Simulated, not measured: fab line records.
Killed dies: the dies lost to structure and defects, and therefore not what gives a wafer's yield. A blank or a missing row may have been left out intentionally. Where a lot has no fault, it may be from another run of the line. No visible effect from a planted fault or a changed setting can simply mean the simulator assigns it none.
Which tool did it? || flow rit cmos || 15 lots with 45 wafers sampled at 5 steps, on a route of 202 steps

## WHAT EACH GAUGE READ, for each wafer
RIT_PLDD_OVL_MEAS_06. Usual: PLDD_OVL gives -0.2 nm (standard deviation 1.6).
{"lot": "L647", "measured": "day 3 19:51", "on": "overlay-02", "PLDD_OVL (nm)": "0.2 0.4 0.8", "flag": ""}
{"lot": "L648", "measured": "day 3 23:31", "on": "overlay-01", "PLDD_OVL (nm)": "-1.8 0.5 -1.2", "flag": ""}
{"lot": "L649", "measured": "day 3 23:53", "on": "overlay-02", "PLDD_OVL (nm)": "1.7 0.8 1.9", "flag": ""}
{"lot": "L650", "measured": "day 4 12:20", "on": "overlay-01", "PLDD_OVL (nm)": "3.1 1.3 1.5", "flag": ""}
{"lot": "L651", "measured": "day 4 14:49", "on": "overlay-02", "PLDD_OVL (nm)": "-0.5 -1.0 -0.9", "flag": ""}
{"lot": "L652", "measured": "day 4 15:02", "on": "overlay-02", "PLDD_OVL (nm)": "-3.3 -1.4 -2.9", "flag": ""}
{"lot": "L653", "measured": "day 5 02:59", "on": "overlay-02", "PLDD_OVL (nm)": "1.0 1.4 0.3", "flag": ""}
{"lot": "L654", "measured": "day 5 03:14", "on": "overlay-01", "PLDD_OVL (nm)": "3.2 2.0 1.9", "flag": ""}
{"lot": "L655", "measured": "day 5 05:31", "on": "overlay-02", "PLDD_OVL (nm)": "-1.9 -2.9 -0.9", "flag": ""}
{"lot": "L658", "measured": "day 6 09:12", "on": "overlay-01", "PLDD_OVL (nm)": "-2.9 -1.6 -2.3", "flag": ""}
{"lot": "L662", "measured": "day 6 21:16", "on": "overlay-02", "PLDD_OVL (nm)": "-0.4 4.1 0.9", "flag": ""}
{"lot": "L663", "measured": "day 7 00:00", "on": "overlay-02", "PLDD_OVL (nm)": "-2.5 0.2 -2.2", "flag": ""}
{"lot": "L665", "measured": "day 7 09:38", "on": "overlay-01", "PLDD_OVL (nm)": "0.5 0.6 0.7", "flag": ""}
{"lot": "L666", "measured": "day 7 11:08", "on": "overlay-02", "PLDD_OVL (nm)": "-2.2 -0.4 -0.8", "flag": ""}
{"lot": "L667", "measured": "day 7 15:35", "on": "overlay-01", "PLDD_OVL (nm)": "0.8 -0.2 1.1", "flag": ""}

RIT_M1_CD_MEAS_90: target cd 2600 nm. Usual: cd nm at 2600.1 nm, with a standard deviation of 2.3.
{"lot": "L647", "measured": "day 4 08:14", "on": "cd sem-01", "cd nm (nm)": "2602.6 2601.8 2597.4", "flag": ""}
{"lot": "L648", "measured": "day 4 11:55", "on": "cd sem-02", "cd nm (nm)": "2601.2 2601.8 2602.2", "flag": ""}
{"lot": "L649", "measured": "day 4 12:04", "on": "cd sem-01", "cd nm (nm)": "2596.5 2596.5 2599.5", "flag": ""}
{"lot": "L650", "measured": "day 5 00:38", "on": "cd sem-01", "cd nm (nm)": "2598.9 2600.6 2604.1", "flag": ""}
{"lot": "L651", "measured": "day 5 03:14", "on": "cd sem-01", "cd nm (nm)": "2602.7 2603.1 2602.2", "flag": ""}
{"lot": "L652", "measured": "day 5 04:11", "on": "cd sem-01", "cd nm (nm)": "- - -", "flag": "OFF"}
{"lot": "L653", "measured": "day 5 15:19", "on": "cd sem-02", "cd nm (nm)": "- - -", "flag": "OFF"}
{"lot": "L654", "measured": "day 5 15:41", "on": "cd sem-02", "cd nm (nm)": "- - -", "flag": "OFF"}
{"lot": "L655", "measured": "day 5 18:42", "on": "cd sem-01", "cd nm (nm)": "2599.1 2599.4 2600.7", "flag": ""}
{"lot": "L658", "measured": "day 6 22:01", "on": "cd sem-02", "cd nm (nm)": "2598.3 2599.3 2599.4", "flag": ""}
{"lot": "L662", "measured": "day 7 09:54", "on": "cd sem-02", "cd nm (nm)": "2598.7 2597.9 2597.1", "flag": ""}
{"lot": "L663", "measured": "day 7 13:06", "on": "cd sem-02", "cd nm (nm)": "2599.0 2600.6 2600.4", "flag": ""}
{"lot": "L665", "measured": "day 7 21:54", "on": "cd sem-01", "cd nm (nm)": "2596.5 2597.8 2595.0", "flag": ""}
{"lot": "L666", "measured": "day 8 00:59", "on": "cd sem-02", "cd nm (nm)": "2596.5 2601.1 2600.1", "flag": ""}
{"lot": "L667", "measured": "day 8 06:02", "on": "cd sem-02", "cd nm (nm)": "2602.4 2600.5 2603.0", "flag": ""}

## WHAT TOOL EACH LOT RAN ON (gives the tool, then ch and the chambers of the sampled wafers, and finally the start)
{"lot": "L647", "RIT_CONTACT_STRIP_12": "plasma asher-04 ch 0,1, day 4 05:03", "RIT_M1_METAL_ETCH_12": "rie metal-03 ch 0,1, day 4 07:36", "RIT_M1_STRIP_14": "plasma asher-04 ch 0,1, day 4 07:59"}
{"lot": "L648", "RIT_CONTACT_STRIP_12": "plasma asher-03 ch 0,1, day 4 08:36", "RIT_M1_METAL_ETCH_12": "rie metal-04 ch 0,1, day 4 11:21", "RIT_M1_STRIP_14": "plasma asher-04 ch 0,1, day 4 11:44"}
{"lot": "L649", "RIT_CONTACT_STRIP_12": "plasma asher-04 ch 0,1, day 4 09:00", "RIT_M1_METAL_ETCH_12": "rie metal-01 ch 0,1, day 4 11:33", "RIT_M1_STRIP_14": "plasma asher-01 ch 0,1, day 4 11:53"}
{"lot": "L650", "RIT_CONTACT_STRIP_12": "plasma asher-04 ch 0,1, day 4 21:33", "RIT_M1_METAL_ETCH_12": "rie metal-03 ch 0,1, day 5 00:06", "RIT_M1_STRIP_14": "plasma asher-01 ch 0,1, day 5 00:26"}
{"lot": "L651", "RIT_CONTACT_STRIP_12": "plasma asher-04 ch 0,1, day 5 00:19", "RIT_M1_METAL_ETCH_12": "rie metal-04 ch 0,1, day 5 02:44", "RIT_M1_STRIP_14": "plasma asher-01 ch 0,1, day 5 03:05"}
{"lot": "L652", "RIT_CONTACT_STRIP_12": "plasma asher-04 ch 0,1, day 5 01:16", "RIT_M1_METAL_ETCH_12": "rie metal-01 ch 0,1, day 5 03:41", "RIT_M1_STRIP_14": "plasma asher-01 ch 0,1, day 5 04:01"}
{"lot": "L653", "RIT_CONTACT_STRIP_12": "plasma asher-04 ch 0,1, day 5 12:10", "RIT_M1_METAL_ETCH_12": "rie metal-03 ch 0,1, day 5 14:48", "RIT_M1_STRIP_14": "plasma asher-03 ch 0,1, day 5 15:08"}
{"lot": "L654", "RIT_CONTACT_STRIP_12": "plasma asher-03 ch 0,1, day 5 12:34", "RIT_M1_METAL_ETCH_12": "rie metal-04 ch 0,1, day 5 15:09", "RIT_M1_STRIP_14": "plasma asher-04 ch 0,1, day 5 15:29"}
{"lot": "L655", "RIT_CONTACT_STRIP_12": "plasma asher-04 ch 0,1, day 5 15:47", "RIT_M1_METAL_ETCH_12": "rie metal-01 ch 0,1, day 5 18:11", "RIT_M1_STRIP_14": "plasma asher-03 ch 0,1, day 5 18:32"}
{"lot": "L658", "RIT_CONTACT_STRIP_12": "plasma asher-02 ch 0,1, day 6 18:50", "RIT_M1_METAL_ETCH_12": "rie metal-01 ch 0,1, day 6 21:31", "RIT_M1_STRIP_14": "plasma asher-03 ch 0,1, day 6 21:50"}
{"lot": "L662", "RIT_CONTACT_STRIP_12": "plasma asher-04 ch 0,1, day 7 06:37", "RIT_M1_METAL_ETCH_12": "rie metal-01 ch 0,1, day 7 09:21", "RIT_M1_STRIP_14": "plasma asher-03 ch 0,1, day 7 09:42"}
{"lot": "L663", "RIT_CONTACT_STRIP_12": "plasma asher-04 ch 0,1, day 7 10:04", "RIT_M1_METAL_ETCH_12": "rie metal-04 ch 0,1, day 7 12:35", "RIT_M1_STRIP_14": "plasma asher-01 ch 0, day 7 12:56"}
{"lot": "L665", "RIT_CONTACT_STRIP_12": "plasma asher-04 ch 0,1, day 7 18:54", "RIT_M1_METAL_ETCH_12": "rie metal-01 ch 0,1, day 7 21:21", "RIT_M1_STRIP_14": "plasma asher-01 ch 0,1, day 7 21:43"}
{"lot": "L666", "RIT_CONTACT_STRIP_12": "plasma asher-03 ch 0,1, day 7 21:51", "RIT_M1_METAL_ETCH_12": "rie metal-04 ch 0,1, day 8 00:28", "RIT_M1_STRIP_14": "plasma asher-01 ch 0,1, day 8 00:49"}
{"lot": "L667", "RIT_CONTACT_STRIP_12": "plasma asher-03 ch 0,1, day 8 02:50", "RIT_M1_METAL_ETCH_12": "rie metal-03 ch 1, day 8 05:28", "RIT_M1_STRIP_14": "plasma asher-04 ch 0,1, day 8 05:52"}
- RIT_CONTACT_STRIP_12: strips in O2, time 180 s.
- RIT_M1_METAL_ETCH_12: etches Al in Cl2/BCl3, stops on SiO2, time 165 s, target depth 600 nm.
- RIT_M1_STRIP_14: strips in O2, time 180 s.

## WHAT THE TOOLS THEMSELVES READ (means of the sampled wafers that have a number; where no wafer has one, the mark that the record gives instead)
RIT_CONTACT_STRIP_12. Usual: drypump motor current A at 5.8 A, with a standard deviation of 0.31.
{"lot": "L647", "tool": "plasma asher-04", "drypump motor current A (A)": 6.0, "flag": ""}
{"lot": "L648", "tool": "plasma asher-03", "drypump motor current A (A)": 5.7, "flag": ""}
{"lot": "L649", "tool": "plasma asher-04", "drypump motor current A (A)": 5.7, "flag": ""}
{"lot": "L650", "tool": "plasma asher-04", "drypump motor current A (A)": 6.0, "flag": ""}
{"lot": "L651", "tool": "plasma asher-04", "drypump motor current A (A)": 5.7, "flag": ""}
{"lot": "L652", "tool": "plasma asher-04", "drypump motor current A (A)": 5.7, "flag": ""}
{"lot": "L653", "tool": "plasma asher-04", "drypump motor current A (A)": 5.7, "flag": ""}
{"lot": "L654", "tool": "plasma asher-03", "drypump motor current A (A)": 5.8, "flag": ""}
{"lot": "L655", "tool": "plasma asher-04", "drypump motor current A (A)": 5.7, "flag": ""}
{"lot": "L658", "tool": "plasma asher-02", "drypump motor current A (A)": 5.8, "flag": ""}
{"lot": "L662", "tool": "plasma asher-04", "drypump motor current A (A)": 6.0, "flag": ""}
{"lot": "L663", "tool": "plasma asher-04", "drypump motor current A (A)": 5.7, "flag": ""}
{"lot": "L665", "tool": "plasma asher-04", "drypump motor current A (A)": 6.0, "flag": ""}
{"lot": "L666", "tool": "plasma asher-03", "drypump motor current A (A)": 5.8, "flag": ""}
{"lot": "L667", "tool": "plasma asher-03", "drypump motor current A (A)": 5.7, "flag": ""}

RIT_M1_METAL_ETCH_12. Usual: bcl3 flow sccm 49.98 sccm, standard deviation 0.14; chamber pressure mTorr 100.00 mTorr, standard deviation 0.091; drypump motor current A 5.71 A, standard deviation 0.19; oes product au 0.778 a.u., standard deviation 0.011; throttle valve pct 8.27 %, standard deviation 0.14.
{"lot": "L647", "tool": "rie metal-03", "bcl3 flow sccm (sccm)": 50.00, "chamber pressure mTorr (mTorr)": 100.04, "drypump motor current A (A)": 5.48, "oes product au (a.u.)": 0.789, "throttle valve pct (%)": 8.26, "flag": ""}
{"lot": "L648", "tool": "rie metal-04", "bcl3 flow sccm (sccm)": 49.95, "chamber pressure mTorr (mTorr)": 99.93, "drypump motor current A (A)": 5.96, "oes product au (a.u.)": 0.770, "throttle valve pct (%)": 8.39, "flag": ""}
{"lot": "L649", "tool": "rie metal-01", "bcl3 flow sccm (sccm)": 50.12, "chamber pressure mTorr (mTorr)": 100.01, "drypump motor current A (A)": 5.74, "oes product au (a.u.)": 0.767, "throttle valve pct (%)": 8.16, "flag": ""}
{"lot": "L650", "tool": "rie metal-03", "bcl3 flow sccm (sccm)": 50.01, "chamber pressure mTorr (mTorr)": 100.00, "drypump motor current A (A)": 5.59, "oes product au (a.u.)": 0.784, "throttle valve pct (%)": 8.18, "flag": ""}
{"lot": "L651", "tool": "rie metal-04", "bcl3 flow sccm (sccm)": 50.02, "chamber pressure mTorr (mTorr)": 100.02, "drypump motor current A (A)": 5.93, "oes product au (a.u.)": 0.765, "throttle valve pct (%)": 8.41, "flag": ""}
{"lot": "L652", "tool": "rie metal-01", "bcl3 flow sccm (sccm)": "-", "chamber pressure mTorr (mTorr)": "-", "drypump motor current A (A)": "-", "oes product au (a.u.)": "-", "throttle valve pct (%)": "-", "flag": "OFF"}
{"lot": "L653", "tool": "rie metal-03", "bcl3 flow sccm (sccm)": "-", "chamber pressure mTorr (mTorr)": "-", "drypump motor current A (A)": "-", "oes product au (a.u.)": "-", "throttle valve pct (%)": "-", "flag": "OFF"}
{"lot": "L654", "tool": "rie metal-04", "bcl3 flow sccm (sccm)": "-", "chamber pressure mTorr (mTorr)": "-", "drypump motor current A (A)": "-", "oes product au (a.u.)": "-", "throttle valve pct (%)": "-", "flag": "OFF"}
{"lot": "L655", "tool": "rie metal-01", "bcl3 flow sccm (sccm)": 49.96, "chamber pressure mTorr (mTorr)": 100.08, "drypump motor current A (A)": 5.75, "oes product au (a.u.)": 0.770, "throttle valve pct (%)": 8.15, "flag": ""}
{"lot": "L658", "tool": "rie metal-01", "bcl3 flow sccm (sccm)": 50.01, "chamber pressure mTorr (mTorr)": 100.00, "drypump motor current A (A)": 5.74, "oes product au (a.u.)": 0.770, "throttle valve pct (%)": 8.23, "flag": ""}
{"lot": "L662", "tool": "rie metal-01", "bcl3 flow sccm (sccm)": 49.88, "chamber pressure mTorr (mTorr)": 99.98, "drypump motor current A (A)": 5.78, "oes product au (a.u.)": 0.771, "throttle valve pct (%)": 8.16, "flag": ""}
{"lot": "L663", "tool": "rie metal-04", "bcl3 flow sccm (sccm)": 50.07, "chamber pressure mTorr (mTorr)": 99.93, "drypump motor current A (A)": 5.89, "oes product au (a.u.)": 0.796, "throttle valve pct (%)": 8.42, "flag": ""}
{"lot": "L665", "tool": "rie metal-01", "bcl3 flow sccm (sccm)": 49.91, "chamber pressure mTorr (mTorr)": 100.03, "drypump motor current A (A)": 5.76, "oes product au (a.u.)": 0.773, "throttle valve pct (%)": 8.15, "flag": ""}
{"lot": "L666", "tool": "rie metal-04", "bcl3 flow sccm (sccm)": 50.15, "chamber pressure mTorr (mTorr)": 99.97, "drypump motor current A (A)": 5.89, "oes product au (a.u.)": 0.790, "throttle valve pct (%)": 8.42, "flag": ""}
{"lot": "L667", "tool": "rie metal-03", "bcl3 flow sccm (sccm)": 50.06, "chamber pressure mTorr (mTorr)": 100.11, "drypump motor current A (A)": 5.41, "oes product au (a.u.)": 0.780, "throttle valve pct (%)": 8.36, "flag": ""}

RIT_M1_STRIP_14. Usual: drypump motor current A at 5.9 A, with a standard deviation of 0.41.
{"lot": "L647", "tool": "plasma asher-04", "drypump motor current A (A)": 5.7, "flag": ""}
{"lot": "L648", "tool": "plasma asher-04", "drypump motor current A (A)": 6.0, "flag": ""}
{"lot": "L649", "tool": "plasma asher-01", "drypump motor current A (A)": 6.1, "flag": ""}
{"lot": "L650", "tool": "plasma asher-01", "drypump motor current A (A)": 5.8, "flag": ""}
{"lot": "L651", "tool": "plasma asher-01", "drypump motor current A (A)": 6.2, "flag": ""}
{"lot": "L652", "tool": "plasma asher-01", "drypump motor current A (A)": 6.2, "flag": ""}
{"lot": "L653", "tool": "plasma asher-03", "drypump motor current A (A)": 5.8, "flag": ""}
{"lot": "L654", "tool": "plasma asher-04", "drypump motor current A (A)": 6.0, "flag": ""}
{"lot": "L655", "tool": "plasma asher-03", "drypump motor current A (A)": 5.8, "flag": ""}
{"lot": "L658", "tool": "plasma asher-03", "drypump motor current A (A)": 5.7, "flag": ""}
{"lot": "L662", "tool": "plasma asher-03", "drypump motor current A (A)": 5.8, "flag": ""}
{"lot": "L663", "tool": "plasma asher-01", "drypump motor current A (A)": 5.4, "flag": ""}
{"lot": "L665", "tool": "plasma asher-01", "drypump motor current A (A)": 6.1, "flag": ""}
{"lot": "L666", "tool": "plasma asher-01", "drypump motor current A (A)": 6.1, "flag": ""}
{"lot": "L667", "tool": "plasma asher-04", "drypump motor current A (A)": 6.0, "flag": ""}

## THE ANSWER, worked out from the rows above alone
Rule: a lot is off if the mean of its wafers that have a number lies more than 3 standard deviations from the usual mean. Also off: a lot with no number at a reading for which 4 or more lots have one. The other lots that the step has rows for count as sound. After the gauges, taken in route order, come the tools' own readings; for these a lot's mean is taken, as printed above. The first step at which some lot is off is used, and at that step the reading that is off furthest; a lot without a number counts as furthest.
Off: L652, L653, L654 (RIT_M1_CD_MEAS_90, cd nm). Without a number there: L652, L653, L654.
If a tool, at a process step before that reading, ran all the lots that are off and no sound lot after the first of them, it fits. The gauges at RIT_M1_CD_MEAS_90 aren't tried: what is off there is off at RIT_M1_METAL_ETCH_12 too, on other tools, and a gauge's error can't cause that. None of those tried fits.

## WHAT HAD BEEN PUT IN BY THE SIMULATOR
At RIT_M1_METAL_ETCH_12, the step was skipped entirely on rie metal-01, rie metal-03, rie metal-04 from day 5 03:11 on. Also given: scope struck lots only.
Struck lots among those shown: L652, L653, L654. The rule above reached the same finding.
